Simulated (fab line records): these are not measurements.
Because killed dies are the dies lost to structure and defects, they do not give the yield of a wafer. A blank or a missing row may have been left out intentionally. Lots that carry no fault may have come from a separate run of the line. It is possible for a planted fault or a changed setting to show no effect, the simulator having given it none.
What tool caused it? | flow berkeley-cmos170 | 14 lots with 42 wafers sampled at 4 steps, on a route of 331 steps

## WHAT EACH GAUGE READ, for each wafer
UCB170_PWELL_THK_MEAS_03. Usual: PWELL_OXIDE_THK typically reads 26.4 nm, with standard deviation 0.44.
lot  | measured    | on            | PWELL_OXIDE_THK (nm) | flag
L856 | day 2 23:07 | film-metro-02 | 26.1 26.5 25.9       |
L857 | day 3 07:11 | film-metro-01 | 25.8 25.7 25.8       |
L858 | day 3 09:04 | film-metro-02 | 26.5 25.8 25.8       |
L861 | day 3 16:55 | film-metro-01 | 26.6 26.8 26.8       |
L860 | day 3 18:25 | film-metro-01 | 27.2 27.3 27.2       |
L862 | day 4 06:43 | film-metro-04 | 26.7 26.3 26.8       |
L863 | day 4 06:43 | film-metro-01 | 26.2 26.3 26.4       |
L864 | day 4 11:46 | film-metro-01 | 26.8 26.5 27.0       |
L866 | day 4 22:28 | film-metro-02 | 25.9 25.7 26.0       |
L868 | day 5 09:47 | film-metro-04 | 26.2 26.9 26.4       |
L870 | day 6 01:23 | film-metro-02 | 25.5 25.7 26.2       |
L873 | day 6 13:53 | film-metro-01 | 26.4 26.1 26.5       |
L875 | day 7 10:08 | film-metro-01 | 26.5 27.0 26.6       |
L876 | day 7 13:47 | film-metro-02 | 26.4 26.8 26.5       |

UCB170_ACTIVE_CD_MEAS_90: target cd 1200 nm. Usual: cd-nm reads 1199.5 nm (standard deviation 1.4).
lot  | measured    | on        | cd-nm (nm)           | flag
L856 | day 4 09:03 | cd-sem-01 | 1198.8 1199.6 1199.4 |
L857 | day 4 19:52 | cd-sem-02 | 1199.1 1198.9 1200.3 |
L858 | day 4 22:46 | cd-sem-02 | 1202.4 1201.6 1202.7 |
L861 | day 5 02:46 | cd-sem-01 | 1203.7 1202.3 1201.7 |
L860 | day 5 03:14 | cd-sem-02 | 1200.0 1199.9 1198.9 |
L862 | day 6 00:22 | cd-sem-01 | 1199.2 1198.5 1199.9 |
L863 | day 6 00:29 | cd-sem-01 | 1200.1 1199.5 1199.1 |
L864 | day 6 00:44 | cd-sem-02 | 1199.0 1198.8 1198.8 |
L866 | day 7 03:02 | cd-sem-01 | 1200.3 1199.9 1200.0 |
L868 | day 7 03:14 | cd-sem-02 | 1197.2 1196.0 1196.4 |
L870 | day 7 15:15 | cd-sem-02 | 1200.9 1199.4 1200.2 |
L873 | day 8 02:10 | cd-sem-01 | 1199.6 1198.5 1198.7 |
L875 | day 8 13:47 | cd-sem-01 | 1200.1 1198.5 1200.1 |
L876 | day 8 22:16 | cd-sem-01 | 1197.6 1197.6 1198.7 |

UCB170_FIELD_THK_MEAS_02. Usual: FIELD_OXIDE_THK typically reads 558 nm, with standard deviation 9.2.
lot  | measured    | on            | FIELD_OXIDE_THK (nm) | flag
L856 | day 4 16:25 | film-metro-01 | 568 568 565          |
L857 | day 5 01:37 | film-metro-04 | 549 551 543          |
L858 | day 5 10:10 | film-metro-02 | 565 555 565          |
L861 | day 5 10:08 | film-metro-04 | 573 576 572          |
L860 | day 5 10:14 | film-metro-02 | 547 547 548          |
L862 | day 6 14:32 | film-metro-01 | 541 540 540          |
L863 | day 6 14:31 | film-metro-04 | 556 564 552          |
L864 | day 6 14:31 | film-metro-02 | 551 557 546          |
L866 | day 7 11:18 | film-metro-04 | 549 551 546          |
L868 | day 7 11:18 | film-metro-02 | 553 553 549          |
L870 | day 7 22:41 | film-metro-02 | 564 565 560          |
L873 | day 8 08:46 | film-metro-01 | 558 560 566          |
L875 | day 8 23:27 | film-metro-02 | 556 561 565          |
L876 | day 9 06:32 | film-metro-01 | 562 569 563          |

## TOOL THAT RAN EACH LOT (tool first, then ch and the chambers of the sampled wafers, then the start)
lot  | UCB170_PFIELD_IMPLANT_07
L856 | implanter-01 ch 0, day 4 10:29
L857 | implanter-02 ch 0, day 4 21:11
L858 | implanter-01 ch 0, day 5 03:17
L861 | implanter-01 ch 0, day 5 05:40
L860 | implanter-01 ch 0, day 5 06:09
L862 | implanter-04 ch 0, day 6 01:40
L863 | implanter-01 ch 0, day 6 01:55
L864 | implanter-02 ch 0, day 6 02:10
L866 | implanter-02 ch 0, day 7 06:22
L868 | implanter-02 ch 0, day 7 06:02
L870 | implanter-04 ch 0, day 7 18:29
L873 | implanter-02 ch 0, day 8 04:28
L875 | implanter-01 ch 0, day 8 16:19
L876 | implanter-01 ch 0, day 8 23:33
- UCB170_PFIELD_IMPLANT_07

## WHAT THE TOOLS THEMSELVES READ (means of the sampled wafers that have a number; where no wafer has one, the mark that the record gives instead)
UCB170_PFIELD_IMPLANT_07. Usual: tilt-deg 6.998 degrees, standard deviation 0.023.
lot  | tool         | tilt-deg (degrees) | flag
L856 | implanter-01 | 7.006              |
L857 | implanter-02 | 7.023              |
L858 | implanter-01 | 6.995              |
L861 | implanter-01 | 6.989              |
L860 | implanter-01 | 7.037              |
L862 | implanter-04 | 7.002              |
L863 | implanter-01 | 7.014              |
L864 | implanter-02 | 6.993              |
L866 | implanter-02 | 6.993              |
L868 | implanter-02 | 6.981              |
L870 | implanter-04 | 7.029              |
L873 | implanter-02 | 7.008              |
L875 | implanter-01 | 7.229              | OFF
L876 | implanter-01 | 7.228              | OFF

## THE ANSWER, worked out from the rows above alone
Rule: take the mean of a lot's wafers that have a number; if it is more than 3 standard deviations from the usual mean, the lot is off. Also off: a lot with no number at a reading for which 4 or more lots have one. Any other lot the step has rows for is counted as sound. Order of review: gauges by route order, followed by the tools' own readings, for which a lot's mean as printed above is used. The first step at which some lot is off is used, and at that step the reading that is off furthest; a lot without a number counts as furthest.
Off: L875, L876 (UCB170_PFIELD_IMPLANT_07, tilt-deg).
If a tool, at that step or one of the process steps before it, ran each lot that is off and ran no sound lot following the first of them, it fits. One fits: UCB170_PFIELD_IMPLANT_07 on implanter-01. Its last sound lot is L863 (day 6 01:55), its first lot that is off L875 (day 8 16:19): a fault that began between those two fits.
The tool's own readings at UCB170_PFIELD_IMPLANT_07 bear it out: on the lots that are off they differ by more than 5 times the standard deviation of the sound lots' means. tilt-deg reads 7.229 degrees there against 7.006 degrees on the sound lots.

## WHAT WAS PUT IN BY THE SIMULATOR
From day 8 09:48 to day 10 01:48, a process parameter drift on implanter-01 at UCB170_PFIELD_IMPLANT_07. From 7, the setting tilt-deg moved by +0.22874. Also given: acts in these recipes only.
Shown lots that were struck: L875, L876. The rule above reached the same finding.
